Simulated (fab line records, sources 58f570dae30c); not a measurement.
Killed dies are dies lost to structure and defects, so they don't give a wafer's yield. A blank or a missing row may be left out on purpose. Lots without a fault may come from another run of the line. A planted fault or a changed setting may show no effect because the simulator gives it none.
Which tool did it? | flow berkeley_cmos170 | 6 lots, 18 wafers sampled, at 2 steps of a route of 331

WHAT THE GAUGES READ, wafer by wafer
UCB170_M1_CD_MEAS_09: target cd 700 nm.
lot  | measured     | on        | cd_nm (nm)
L800 | day 7 23:55  | cd_sem-02 | 700.0 700.9 701.5
L802 | day 8 20:19  | cd_sem-02 | 702.2 702.2 702.7
L803 | day 9 04:40  | cd_sem-02 | 701.1 699.0 701.3
L808 | day 10 04:47 | cd_sem-01 | 698.0 700.1 699.9
L813 | day 11 06:04 | cd_sem-02 | 700.0 698.5 698.9
L818 | day 11 16:00 | cd_sem-02 | 699.7 703.9 703.5

WHICH TOOL RAN EACH LOT (tool, then ch and the chambers of the sampled wafers, then the start)
lot  | UCB170_M1_EXPOSE_06
L800 | krf_scanner-02 ch 0, day 7 23:31
L802 | krf_scanner-01 ch 0, day 8 19:52
L803 | krf_scanner-01 ch 0, day 9 04:09
L808 | krf_scanner-01 ch 0, day 10 04:24
L813 | krf_scanner-01 ch 0, day 11 05:41
L818 | krf_scanner-01 ch 0, day 11 15:22
- UCB170_M1_EXPOSE_06: exposes mask METAL1, target cd 700 nm.

THE ANSWER, worked out from the rows above alone
Rule: what is usual is taken from the lots themselves. Put in order of their means at a reading, lots are off if they are a third of the lots or fewer, leave a main group of 4 or more, and stand apart from it by a gap of 3 or more times the standard deviation of the main group's means; of several such gaps the widest counts. A main group whose means are all the same, to the digits that the tables above print for the reading, isn't used. A lot without any number at a reading at which 4 lots or more have one is off too. The other lots that the step has rows for count as sound.
No lot is off at any reading shown: from this, nothing can be told.

WHAT THE SIMULATOR HAD PUT IN
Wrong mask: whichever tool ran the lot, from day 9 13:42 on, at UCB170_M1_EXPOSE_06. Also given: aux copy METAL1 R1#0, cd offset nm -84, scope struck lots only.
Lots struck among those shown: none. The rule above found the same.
